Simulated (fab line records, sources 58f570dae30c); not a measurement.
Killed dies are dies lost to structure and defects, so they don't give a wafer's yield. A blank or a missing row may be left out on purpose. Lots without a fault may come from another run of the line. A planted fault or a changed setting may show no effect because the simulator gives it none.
Tool commonality check | flow berkeley_cmos170 | 15 lots, 54 wafers sampled

WHY IT WAS OPENED
At UCB170_NVT_TW_MEAS_09 the reading NVT_TW is flagged on 3 of 15 lots. Wafers without a fault read 516, standard deviation 5.9.
Rule: a lot is flagged when every wafer of it that has a number lies more than 4 standard deviations from that mean, or none has a number. The other lots count as sound.

lot  | measured    | on            | NVT_TW, wafer by wafer  | flag
L802 | day 5 02:44 | film_metro-02 | 513 512 513             |
L804 | day 5 19:00 | film_metro-04 | 508 507 507             |
L803 | day 5 19:26 | film_metro-02 | 512 510 513             |
L805 | day 5 23:51 | film_metro-04 | 508 510 509             |
L806 | day 6 07:57 | film_metro-02 | 516 519 515             |
L807 | day 6 08:20 | film_metro-02 | 515 515 515             |
L808 | day 6 17:53 | film_metro-02 | 519 516 518             |
L810 | day 7 03:27 | film_metro-02 | 515 515 513             |
L812 | day 7 07:37 | film_metro-03 | 525 524 530             |
L811 | day 7 07:55 | film_metro-04 | 513 509 515             |
L813 | day 7 23:16 | film_metro-04 | 509 512 511             |
L814 | day 7 23:29 | film_metro-03 | 525 521 523             |
L817 | day 8 08:56 | film_metro-03 | 575 580 575 577 579 578 | FLAGGED
L818 | day 8 23:36 | film_metro-04 | 564 563 564 565 567 563 | FLAGGED
L820 | day 9 08:55 | film_metro-03 | 577 575 577 579 579 578 | FLAGGED
The numbers of the flagged lots are 573 on average: +57 against the usual, or +10 standard deviations.

WHICH TOOL RAN EACH LOT
The record holds 1 process step before the reading, out of a route of 331 steps. In each cell: the tool, then ch and the chambers that the sampled wafers went through, then the start.
lot  | flag    | UCB170_NVT_IMPLANT_07
L802 |         | implanter-03 ch 0, day 5 02:30
L804 |         | implanter-04 ch 0, day 5 18:45
L803 |         | implanter-01 ch 0, day 5 19:11
L805 |         | implanter-01 ch 0, day 5 23:38
L806 |         | implanter-04 ch 0, day 6 07:42
L807 |         | implanter-03 ch 0, day 6 08:05
L808 |         | implanter-03 ch 0, day 6 17:38
L810 |         | implanter-04 ch 0, day 7 03:12
L812 |         | implanter-01 ch 0, day 7 07:22
L811 |         | implanter-03 ch 0, day 7 07:43
L813 |         | implanter-01 ch 0, day 7 23:01
L814 |         | implanter-01 ch 0, day 7 23:16
L817 | FLAGGED | implanter-01 ch 0, day 8 08:43
L818 | FLAGGED | implanter-01 ch 0, day 8 23:23
L820 | FLAGGED | implanter-01 ch 0, day 9 08:42
What these steps do:
- UCB170_NVT_IMPLANT_07
- UCB170_NVT_TW_MEAS_09

FLAGGED OVER TOTAL, TOOL BY TOOL (the gauges that took the reading come last)
step                  | tool          | lots run | flagged | share of the flagged lots | sound lots run after its first flagged lot
UCB170_NVT_IMPLANT_07 | implanter-01  | 8        | 3       | all                       | 0
UCB170_NVT_IMPLANT_07 | implanter-03  | 4        | 0       | none                      | -
UCB170_NVT_IMPLANT_07 | implanter-04  | 3        | 0       | none                      | -
UCB170_NVT_TW_MEAS_09 | film_metro-02 | 6        | 0       | none                      | -
UCB170_NVT_TW_MEAS_09 | film_metro-03 | 4        | 2       | some                      | 0
UCB170_NVT_TW_MEAS_09 | film_metro-04 | 5        | 1       | some                      | 0

WHAT THE TABLE ALLOWS
1 row of the table ran every flagged lot: implanter-01 at UCB170_NVT_IMPLANT_07.
- implanter-01 at UCB170_NVT_IMPLANT_07: 3 of its 8 lots flagged. Its last sound lot is L814 (day 7 23:16), its first flagged lot L817 (day 8 08:43): a fault that began between those two fits. Its own readings lie more than 4 standard deviations out on every wafer of the flagged lots: dose_ions_cm2, faraday_current_uA.
One tool is left: implanter-01 at UCB170_NVT_IMPLANT_07.

WHAT THE SIMULATOR HAD PUT IN
Process parameter drift: implanter-01, from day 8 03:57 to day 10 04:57, at UCB170_NVT_IMPLANT_07. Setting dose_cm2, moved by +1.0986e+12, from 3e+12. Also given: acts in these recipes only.
Lots struck among those shown: L817, L818, L820. The rule above found the same.
